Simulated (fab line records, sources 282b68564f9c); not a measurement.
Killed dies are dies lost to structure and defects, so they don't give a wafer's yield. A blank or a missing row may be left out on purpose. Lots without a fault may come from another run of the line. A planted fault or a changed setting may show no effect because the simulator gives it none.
fab line records | flow rit_cmos
record lots=5 wafers=23
route steps=202 shown ACTIVE@2 PWELL@40 NRETRO@61 PRETRO@72 GATE@87 PLDD@115
start_h: hours from the record's first day to the start of the lot's first wafer shown | wait_h: hours since the lot's step before | " the same as in the row above | L1.1+2: a row that stands for several wafers | - no value, or no start given | * or withheld: withheld | < > ~ a bound
route shown NAME@n: a module of which the file shows steps, and the number in the route of the first | usual: mean/standard deviation of fault-free wafers | same: alike in all rows | chamber/n: place in a boat | sites: the reading at each site | _std_site: their standard deviation | _edge_site: outer sites' mean less inner sites' | radius_mm: how far each site lies from the wafer's centre | mask NAME#n: copy n | behind: the tool/chamber that last shaped the wafer | hold: why the lot was held/for how many hours/how that ended | device: the transistor (n, p or np) that didn't switch | end of line: the same wafers' tests at the end of the route | a step without rows: its recipe alone | killed: dies lost to structure and defects at the first sort, not the wafer's yield | map: a wafer's dies, x killed, . not, _ none there
set.NAME: the setting as run; set.NAME@STEP: as run at that earlier step | model.NAME: the simulator's own value behind a step, which no gauge read
lots whose settings were changed on purpose; a table a step, a row a wafer
## steps
# step RIT_ACTIVE_OXIDATION_01
# recipe temp_c=1000 ambient=O2 target_thk_a=468 ox_time_s=3360
# columns lot.wafer tool chamber start_h wait_h set.temp_c model.SiO2_of_ACTIVE_OXIDATION_01.thk_nm
L078.1 - - - 1.9 1000 47.96
L078.2 " - " " 1000 48.18
L078.3 " - " " 1000 48.26
L078.5 " - " " 1000 48.41
L078.6 " - " " 1000 48.85
L079.1 - - - 0.1 989.9 41.16
L079.2 " - " " 989.9 41.13
L079.3 " - " " 989.9 41.04
L079.5 " - " " 989.9 40.53
L079.6 " - " " 989.9 40.74
L080.2 furnace-01 0 40.93 0.9 1000 45.66
L080.4 " 0 " " 1000 45.58
L080.6 " 0 " " 1000 46.97
L081.2 - - - 0.5 1000 48.05
L081.3 " - " " 1000 47.01
L081.4 " - " " 1000 48.38
L081.5 " - " " 1000 47.12
L081.6 " - " " 1000 48.08
L085.1 - - - 2.9 1000 47
L085.2 " - " " 1000 47.61
L085.3 " - " " 1000 47.17
L085.4 " - " " 1000 46.67
L085.5 " - " " 1000 46.59
# step RIT_ACTIVE_THK_MEAS_02
# recipe reads=SiO2_of_ACTIVE_OXIDATION_01
# usual ACTIVE_OXIDE_THK=47.2/1.1
# columns lot.wafer tool chamber start_h wait_h set.temp_c@ACTIVE_OXIDATION_01 ACTIVE_OXIDE_THK[nm]
L078.1 film_metro-01 - - - 1000 47.9
L078.2 " - " " 1000 48.2
L078.3 " - " " 1000 48.2
L078.5 " - " " 1000 48.5
L078.6 " - " " 1000 48.8
L079.1 film_metro-03 - - - 989.9 41.2
L079.2 " - " " 989.9 41.1
L079.3 " - " " 989.9 41.0
L079.5 " - " " 989.9 40.5
L079.6 " - " " 989.9 40.8
L080.2 film_metro-01 - 42.88 0.0 1000 45.7
L080.4 " - " " 1000 45.6
L080.6 " - " " 1000 47.0
L081.2 film_metro-04 - - - 1000 48.0
L081.3 " - " " 1000 47.0
L081.4 " - " " 1000 48.4
L081.5 " - " " 1000 47.1
L081.6 " - " " 1000 48.1
L085.1 film_metro-04 - - - 1000 47.0
L085.2 " - " " 1000 47.6
L085.3 " - " " 1000 47.1
L085.4 " - " " 1000 46.7
L085.5 " - " " 1000 46.6
# step RIT_ACTIVE_SOFTBAKE_07
# recipe resist=NOVOLAK temp_c=90 time_s=60
# columns lot.wafer tool chamber start_h wait_h set.temp_c
L078.1+3+5 litho_track-02 0 35.67 0.1 90
L078.2+6 " 0 " " 91.11
L079.1+2+3 litho_track-01 0 38.89 0.1 88.49
L079.5+6 " 0 " " 90
L080.2+4+6 litho_track-02 0 44.73 0.1 90
L081.2+4+5 litho_track-01 0 49.35 0.1 92.13
L081.3+6 " 0 " " 90
L085.1+2+3 litho_track-02 0 71.69 0.1 90
L085.4+5 " 0 " " 93.47
# step RIT_ACTIVE_EXPOSE_08
# recipe mask_id=M1 na=0.6 source_shape=conventional sigma_outer=0.6 target_cd_nm=1400 dose_mj=225
# step RIT_ACTIVE_PEB_09
# recipe resist=NOVOLAK temp_c=withheld time_s=withheld
# step RIT_ACTIVE_DEVELOP_10
# recipe resist=NOVOLAK develop_time_s=50 dev_temp_c=23
# columns lot.wafer tool chamber start_h wait_h set.temp_c@ACTIVE_SOFTBAKE_07 model.NOVOLAK_of_ACTIVE_COAT_06.thk_nm
L078.1 litho_track-03 0 - - 90 999.2
L078.2 " 0 " " 91.11 993.1
L078.3 " 0 " " 90 998.2
L078.5 " 0 " " 90 997.8
L078.6 " 0 " " 91.11 996.7
L079.1 litho_track-01 0 - - 88.49 1001
L079.2 " 0 " " 88.49 1002
L079.3 " 0 " " 88.49 1006
L079.5 " 0 " " 90 999
L079.6 " 0 " " 90 998.7
L080.2 litho_track-03 0 - - 90 999.4
L080.4 " 0 " " 90 996.4
L080.6 " 0 " " 90 996.1
L081.2 litho_track-03 0 - - 92.13 997.8
L081.3 " 0 " " 90 1003
L081.4 " 0 " " 92.13 994.6
L081.5 " 0 " " 92.13 992.4
L081.6 " 0 " " 90 1002
L085.1+3 litho_track-01 0 - - 90 1002
L085.2 " 0 " " 90 998.2
L085.4 " 0 " " 93.47 990.8
L085.5 " 0 " " 93.47 991.6
# step RIT_PWELL_COAT_01
# recipe resist=NOVOLAK spin_rpm=2000 resist_thk_nm=1300
# columns lot.wafer tool chamber start_h wait_h set.spin_rpm model.NOVOLAK_of_PWELL_COAT_01.thk_nm
L078.1 litho_track-01 0 43.57 0.1 2000 1304
L078.2 " 0 " " 2000 1308
L078.3 " 0 " " 2000 1305
L078.5 " 0 " " 2102 1269
L078.6 " 0 " " 2102 1268
L079.1 litho_track-04 0 47.72 0.1 2047 1290
L079.2 " 0 " " 2000 1300
L079.3 " 0 " " 2000 1304
L079.5 " 0 " " 2047 1288
L079.6 " 0 " " 2000 1305
L080.2 litho_track-01 0 51.88 0.1 2000 1306
L080.4 " 0 " " 2000 1303
L080.6 " 0 " " 2000 1301
L081.2 litho_track-01 0 58.32 0.1 1951 1321
L081.3 " 0 " " 2000 1301
L081.4 " 0 " " 2000 1302
L081.5 " 0 " " 2000 1305
L081.6 " 0 " " 1951 1323
L085.1 litho_track-03 0 81.78 0.1 2000 1310
L085.2+3 " 0 " " 2000 1307
L085.4 " 0 " " 2000 1308
L085.5 " 0 " " 2000 1306
# step RIT_PWELL_SOFTBAKE_02
# recipe resist=NOVOLAK temp_c=90 time_s=60
# step RIT_PWELL_EXPOSE_03
# recipe mask_id=M3 na=0.57 target_cd_nm=43700 dose_mj=250
# step RIT_PWELL_DEVELOP_05
# recipe resist=NOVOLAK develop_time_s=68 dev_temp_c=23
# step RIT_PWELL_HARDBAKE_07
# recipe resist=NOVOLAK temp_c=140 time_s=120
# columns lot.wafer tool chamber start_h wait_h set.spin_rpm@PWELL_COAT_01 model.NOVOLAK_of_PWELL_COAT_01.thk_nm
L078.1 litho_track-04 0 44.34 0.0 2000 1140
L078.2 " 0 " " 2000 1143
L078.3 " 0 " " 2000 1142
L078.5 " 0 " " 2102 1111
L078.6 " 0 " " 2102 1109
L079.1 litho_track-04 0 48.48 0.0 2047 1128
L079.2 " 0 " " 2000 1137
L079.3 " 0 " " 2000 1140
L079.5 " 0 " " 2047 1127
L079.6 " 0 " " 2000 1141
L080.2 litho_track-01 0 52.66 0.1 2000 1142
L080.4 " 0 " " 2000 1139
L080.6 " 0 " " 2000 1138
L081.2 litho_track-03 0 59.10 0.1 1951 1155
L081.3 " 0 " " 2000 1138
L081.4 " 0 " " 2000 1139
L081.5 " 0 " " 2000 1141
L081.6 " 0 " " 1951 1157
L085.1 litho_track-04 0 82.54 0.0 2000 1146
L085.2+3 " 0 " " 2000 1143
L085.4 " 0 " " 2000 1144
L085.5 " 0 " " 2000 1142
# step RIT_PWELL_IMPLANT_08
# recipe species=B energy_kev=170 dose_cm2=7e+13 tilt_deg=7
# columns lot.wafer tool chamber start_h wait_h set.energy_kev model.implant.rp_nm model.implant.drp_nm
L078.1+5+6 implanter-01 0 44.59 0.2 170 489 102.9
L078.2+3 " 0 " " 161.9 471.5 101.1
L079.1+3 implanter-01 0 48.73 0.2 170 476.4 102.9
L079.2+5+6 " 0 " " 178 493.7 104.1
L080.2+4+6 implanter-04 0 52.90 0.2 170 480.2 102.9
L081.2+3+4+5+6 implanter-03 0 59.34 0.2 170 496.7 102.9
L085.1+3+5 implanter-03 0 82.79 0.2 174.7 502.2 103.6
L085.2+4 " 0 " " 170 491.8 102.9
# step RIT_NRETRO_IMPLANT_08
# recipe species=P energy_kev=70 dose_cm2=1e+13 tilt_deg=7
# columns lot.wafer tool chamber start_h wait_h set.energy_kev model.implant.rp_nm model.implant.drp_nm
L078.1+3 implanter-02 0 51.91 0.2 70 88.27 33.94
L078.2+5+6 " 0 " " 73.1 92.29 35.2
L079.1+3+6 implanter-03 0 55.73 0.2 70 85.03 33.94
L079.2+5 " 0 " " 68.38 83.01 33.27
L080.2+4+6 implanter-01 0 60.70 0.2 70 85.55 33.94
L081.2+5 implanter-03 0 66.37 0.2 70 87.86 33.94
L081.3+4+6 " 0 " " 67.84 85.08 33.05
L085.1+2+3+4+5 implanter-03 0 92.31 0.2 70 83.18 33.94
# step RIT_PRETRO_IMPLANT_08
# recipe species=B energy_kev=45 dose_cm2=1.2e+13 tilt_deg=7
# columns lot.wafer tool chamber start_h wait_h set.dose_cm2
L078.1+3+5 implanter-04 0 53.58 0.2 1.158e+13
L078.2+6 " 0 " " 1.2e+13
L079.1+2+3+5+6 implanter-02 0 57.33 0.2 1.2e+13
L080.2+4+6 implanter-04 0 62.25 0.2 1.2e+13
L081.2+5+6 implanter-04 0 68.05 0.2 1.118e+13
L081.3+4 " 0 " " 1.2e+13
L085.1+2+4 implanter-04 0 93.86 0.2 1.2e+13
L085.3+5 " 0 " " 1.272e+13
# step RIT_PRETRO_STRIP_09
# recipe chemistry=O2 time_s=180 resist=NOVOLAK platen_temp_c=withheld power_w=500 pressure_mtorr=4000 o2_flow_sccm=4000
# step RIT_PRETRO_TW_MEAS_10
# usual PRETRO_TW=477.6/2.2
# columns lot.wafer tool chamber start_h wait_h set.dose_cm2@PRETRO_IMPLANT_08 PRETRO_TW
L078.1 film_metro-04 - 53.91 0.1 1.158e+13 471.4
L078.2 " - " " 1.2e+13 478.3
L078.3 " - " " 1.158e+13 470.0
L078.5 " - " " 1.158e+13 471.3
L078.6 " - " " 1.2e+13 480.9
L079.1 film_metro-02 - 57.65 0.1 1.2e+13 475.7
L079.2 " - " " 1.2e+13 475.4
L079.3 " - " " 1.2e+13 475.9
L079.5 " - " " 1.2e+13 477.9
L079.6 " - " " 1.2e+13 476.6
L080.2 film_metro-02 - 62.56 0.1 1.2e+13 477.4
L080.4 " - " " 1.2e+13 477.6
L080.6 " - " " 1.2e+13 477.8
L081.2 film_metro-02 - 68.36 0.1 1.118e+13 467.9
L081.3 " - " " 1.2e+13 476.7
L081.4 " - " " 1.2e+13 477.9
L081.5 " - " " 1.118e+13 466.9
L081.6 " - " " 1.118e+13 464.8
L085.1 film_metro-03 - 94.18 0.1 1.2e+13 474.7
L085.2 " - " " 1.2e+13 478.7
L085.3 " - " " 1.272e+13 486.4
L085.4 " - " " 1.2e+13 480.2
L085.5 " - " " 1.272e+13 488.1
# step RIT_GATE_COAT_11
# recipe resist=NOVOLAK spin_rpm=4250 resist_thk_nm=850
# columns lot.wafer tool chamber start_h wait_h set.resist_thk_nm model.NOVOLAK_of_GATE_COAT_11.thk_nm
L078.1 litho_track-01 0 58.75 0.1 850 854.6
L078.2 " 0 " " 850 853
L078.3 " 0 " " 850 852.2
L078.5 " 0 " " 850 855.6
L078.6 " 0 " " 850 851.3
L079.1 litho_track-02 0 61.63 0.1 850 845.9
L079.2 " 0 " " 850 849.9
L079.3 " 0 " " 818 815.5
L079.5 " 0 " " 818 813.2
L079.6 " 0 " " 818 815.6
L080.2 litho_track-01 0 73.32 0.1 850 849.9
L080.4 " 0 " " 850 846.3
L080.6 " 0 " " 850 849.1
L081.2 litho_track-04 0 75.97 0.1 815.2 816.7
L081.3 " 0 " " 850 849.6
L081.4 " 0 " " 815.2 818.4
L081.5 " 0 " " 850 851.3
L081.6 " 0 " " 815.2 818.1
L085.1 litho_track-02 0 102.19 0.1 899.8 895.7
L085.2 " 0 " " 850 844.6
L085.3 " 0 " " 850 843.9
L085.4 " 0 " " 899.8 892.8
L085.5 " 0 " " 899.8 895.2
# step RIT_GATE_DEVELOP_15
# recipe resist=NOVOLAK develop_time_s=50 dev_temp_c=23
# columns lot.wafer tool chamber start_h wait_h set.develop_time_s
L078.1+2+3+5+6 litho_track-04 0 - - 50
L079.1+2+3 litho_track-04 0 - - 50
L079.5+6 " 0 " " 55.94
L080.2+4+6 litho_track-01 0 - - 50
L081.2+3+5 litho_track-02 0 - - 50
L081.4+6 " 0 " " 54.48
L085.1+2+3+4+5 litho_track-01 0 - - 50
# step RIT_GATE_HARDBAKE_18
# recipe resist=NOVOLAK temp_c=140 time_s=60
# columns lot.wafer tool chamber start_h wait_h set.resist_thk_nm@GATE_COAT_11 model.NOVOLAK_of_GATE_COAT_11.thk_nm
L078.1 litho_track-04 0 59.93 0.0 850 756.6
L078.2 " 0 " " 850 755.1
L078.3 " 0 " " 850 754.4
L078.5 " 0 " " 850 757.4
L078.6 " 0 " " 850 753.7
L079.1 litho_track-01 0 62.61 0.0 850 748.9
L079.2 " 0 " " 850 752.4
L079.3+6 " 0 " " 818 722.3
L079.5 " 0 " " 818 720.2
L080.2 litho_track-01 0 74.31 0.0 850 752.4
L080.4 " 0 " " 850 749.3
L080.6 " 0 " " 850 751.7
L081.2 litho_track-02 0 76.82 0.0 815.2 723.4
L081.3 " 0 " " 850 752.2
L081.4 " 0 " " 815.2 724.8
L081.5 " 0 " " 850 753.6
L081.6 " 0 " " 815.2 724.6
L085.1 litho_track-02 0 103.17 0.0 899.8 792.4
L085.2 " 0 " " 850 747.8
L085.3 " 0 " " 850 747.2
L085.4 " 0 " " 899.8 789.9
L085.5 " 0 " " 899.8 792
# step RIT_GATE_ETCH_19
# recipe chemistry=SF6/CHF3/O2 time_s=165 SF6_flow_sccm=30 CHF3_flow_sccm=30 O2_flow_sccm=5 target=poly-Si pressure_mtorr=40 rf_w=160 target_depth_a=3125 over_etch_frac=0.25 stop_on=SiO2
# columns lot.wafer tool chamber start_h wait_h set.resist_thk_nm@GATE_COAT_11 model.NOVOLAK_of_GATE_COAT_11.thk_nm model.GATE.cd_nm
L078.1 rie_si-01 2 60.08 0.1 850 670.4 151.6
L078.2 " 3 " " 850 672.9 151.1
L078.3 " 0 " " 850 667.8 152.4
L078.5 " 3 " " 850 675 152.5
L078.6 " 2 " " 850 668.8 151.3
L079.1 rie_si-02 0 62.76 0.1 850 666.1 148.2
L079.2 " 3 " " 850 667.2 149.2
L079.3 " 2 " " 818 639.7 143
L079.5 " 0 " " 818 637.7 -
L079.6 " 1 " " 818 639.1 -
L080.2 rie_si-01 1 74.43 0.1 850 670.5 152.1
L080.4 " 0 " " 850 662.5 153.6
L080.6 " 1 " " 850 669.2 155.2
L081.2 rie_si-02 3 76.95 0.1 815.2 638.4 149.4
L081.3 " 0 " " 850 669.2 156.9
L081.4 " 3 " " 815.2 639.6 -
L081.5 " 2 " " 850 671.4 154.2
L081.6 " 0 " " 815.2 641.6 -
L085.1 rie_si-02 1 103.32 0.1 899.8 708.8 158.9
L085.2 " 2 " " 850 665.7 148.2
L085.3 " 0 " " 850 664.3 147.8
L085.4 " 3 " " 899.8 703.8 154.7
L085.5 " 3 " " 899.8 705.7 159.8
# step RIT_PLDD_COAT_01
# recipe resist=NOVOLAK spin_rpm=3250 resist_thk_nm=1000
# columns lot.wafer tool chamber start_h wait_h set.resist_thk_nm model.NOVOLAK_of_PLDD_COAT_01.thk_nm
L078.1+2 litho_track-04 0 65.18 0.1 1000 1004
L078.3 " 0 " " 1000 1003
L078.5 " 0 " " 945.4 947.2
L078.6 " 0 " " 945.4 950.5
L079.1+5 litho_track-04 0 70.43 0.1 1000 1007
L079.2+3 " 0 " " 1000 1008
L079.6 " 0 " " 1000 1004
L080.2 litho_track-04 0 79.55 0.1 1000 1000
L080.4+6 " 0 " " 1000 1002
L081.2 litho_track-03 0 85.54 0.1 1039 1042
L081.3+6 " 0 " " 1039 1043
L081.4 " 0 " " 1000 1005
L081.5 " 0 " " 1000 1003
L085.1 litho_track-02 0 108.40 0.1 1000 994.2
L085.2 " 0 " " 1000 995.5
L085.3 " 0 " " 1000 999.3
L085.4 " 0 " " 1000 995.1
L085.5 " 0 " " 1000 997.1
# step RIT_PLDD_SOFTBAKE_02
# recipe resist=NOVOLAK temp_c=90 time_s=60
# step RIT_PLDD_EXPOSE_03
# recipe mask_id=M8 na=0.57 target_cd_nm=40900 dose_mj=250
# step RIT_PLDD_DEVELOP_05
# recipe resist=NOVOLAK develop_time_s=50 dev_temp_c=23
# step RIT_PLDD_HARDBAKE_07
# recipe resist=NOVOLAK temp_c=140 time_s=60
# columns lot.wafer tool chamber start_h wait_h set.resist_thk_nm@PLDD_COAT_01 model.NOVOLAK_of_PLDD_COAT_01.thk_nm
L078.1 litho_track-04 0 65.92 0.0 1000 887.5
L078.2 " 0 " " 1000 886.9
L078.3 " 0 " " 1000 886.8
L078.5 " 0 " " 945.4 837.5
L078.6 " 0 " " 945.4 840.5
L079.1 litho_track-03 0 71.29 0.0 1000 889.6
L079.2 " 0 " " 1000 890.4
L079.3 " 0 " " 1000 890.7
L079.5 " 0 " " 1000 889.8
L079.6 " 0 " " 1000 887.2
L080.2 litho_track-02 0 80.28 0.0 1000 883.7
L080.4+6 " 0 " " 1000 885.6
L081.2 litho_track-04 0 86.27 0.0 1039 920.3
L081.3 " 0 " " 1039 921.8
L081.4 " 0 " " 1000 888.5
L081.5 " 0 " " 1000 886.3
L081.6 " 0 " " 1039 921.5
L085.1 litho_track-02 0 109.14 0.0 1000 878.7
L085.2 " 0 " " 1000 879.8
L085.3 " 0 " " 1000 883.1
L085.4 " 0 " " 1000 879.5
L085.5 " 0 " " 1000 881.3
# step RIT_PLDD_IMPLANT_08
# recipe species=BF2 energy_kev=20 dose_cm2=9e+14 tilt_deg=7
# columns lot.wafer tool chamber start_h wait_h set.energy_kev model.implant.rp_nm model.implant.drp_nm
L078.1+6 implanter-01 0 66.07 0.1 20.62 18.08 9.963
L078.2+3+5 " 0 " " 20 17.65 9.752
L079.1+2+6 implanter-04 0 71.44 0.1 21.02 18.19 10.1
L079.3+5 " 0 " " 20 17.5 9.752
L080.2+4+6 implanter-04 0 80.43 0.1 20 17.51 9.752
L081.2+6 implanter-01 0 86.42 0.1 20 17.56 9.752
L081.3+4+5 " 0 " " 18.85 16.77 9.354
L085.1+3+4 implanter-04 0 109.29 0.1 20 17.28 9.752
L085.2+5 " 0 " " 21.05 17.98 10.11
## key
split step=RIT_ACTIVE_OXIDATION_01 setting=temp_c stated=1000 by=lot
response step=RIT_ACTIVE_OXIDATION_01 reading=model.SiO2_of_ACTIVE_OXIDATION_01.thk_nm change=+6.43 per=1% r=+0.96
response step=RIT_ACTIVE_THK_MEAS_02 reading=ACTIVE_OXIDE_THK change=+6.42 per=1% r=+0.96
split step=RIT_ACTIVE_SOFTBAKE_07 setting=temp_c stated=90 by=wafer
response step=RIT_ACTIVE_DEVELOP_10 reading=model.NOVOLAK_of_ACTIVE_COAT_06.thk_nm change=-2.68 per=1% r=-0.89
split step=RIT_PWELL_COAT_01 setting=spin_rpm stated=2000 by=wafer
response step=RIT_PWELL_COAT_01 reading=model.NOVOLAK_of_PWELL_COAT_01.thk_nm change=-7.11 per=1% r=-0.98
response step=RIT_PWELL_HARDBAKE_07 reading=model.NOVOLAK_of_PWELL_COAT_01.thk_nm change=-6.12 per=1% r=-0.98
split step=RIT_PWELL_IMPLANT_08 setting=energy_kev stated=170 by=wafer
response step=RIT_PWELL_IMPLANT_08 reading=model.implant.rp_nm change=+3.68 per=1% r=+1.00
response step=RIT_PWELL_IMPLANT_08 reading=model.implant.drp_nm change=+0.316 per=1% r=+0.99
split step=RIT_NRETRO_IMPLANT_08 setting=energy_kev stated=70 by=wafer
response step=RIT_NRETRO_IMPLANT_08 reading=model.implant.rp_nm change=+0.901 per=1% r=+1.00
response step=RIT_NRETRO_IMPLANT_08 reading=model.implant.drp_nm change=+0.286 per=1% r=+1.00
split step=RIT_PRETRO_IMPLANT_08 setting=dose_cm2 stated=1.2e+13 by=wafer
response step=RIT_PRETRO_TW_MEAS_10 reading=PRETRO_TW change=+1.69 per=1% r=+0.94
split step=RIT_GATE_COAT_11 setting=resist_thk_nm stated=850 by=wafer
response step=RIT_GATE_COAT_11 reading=model.NOVOLAK_of_GATE_COAT_11.thk_nm change=+8.48 per=1% r=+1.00
response step=RIT_GATE_HARDBAKE_18 reading=model.NOVOLAK_of_GATE_COAT_11.thk_nm change=+7.42 per=1% r=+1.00
response step=RIT_GATE_ETCH_19 reading=model.NOVOLAK_of_GATE_COAT_11.thk_nm change=+7.21 per=1% r=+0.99
response step=RIT_GATE_ETCH_19 reading=model.GATE.cd_nm change=+1.61 per=1% r=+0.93
split step=RIT_GATE_DEVELOP_15 setting=develop_time_s stated=50 by=wafer
response none clear
split step=RIT_PLDD_COAT_01 setting=resist_thk_nm stated=1000 by=wafer
response step=RIT_PLDD_COAT_01 reading=model.NOVOLAK_of_PLDD_COAT_01.thk_nm change=+10 per=1% r=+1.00
response step=RIT_PLDD_HARDBAKE_07 reading=model.NOVOLAK_of_PLDD_COAT_01.thk_nm change=+8.76 per=1% r=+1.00
split step=RIT_PLDD_IMPLANT_08 setting=energy_kev stated=20 by=wafer
response step=RIT_PLDD_IMPLANT_08 reading=model.implant.rp_nm change=+0.136 per=1% r=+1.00
response step=RIT_PLDD_IMPLANT_08 reading=model.implant.drp_nm change=+0.0684 per=1% r=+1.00
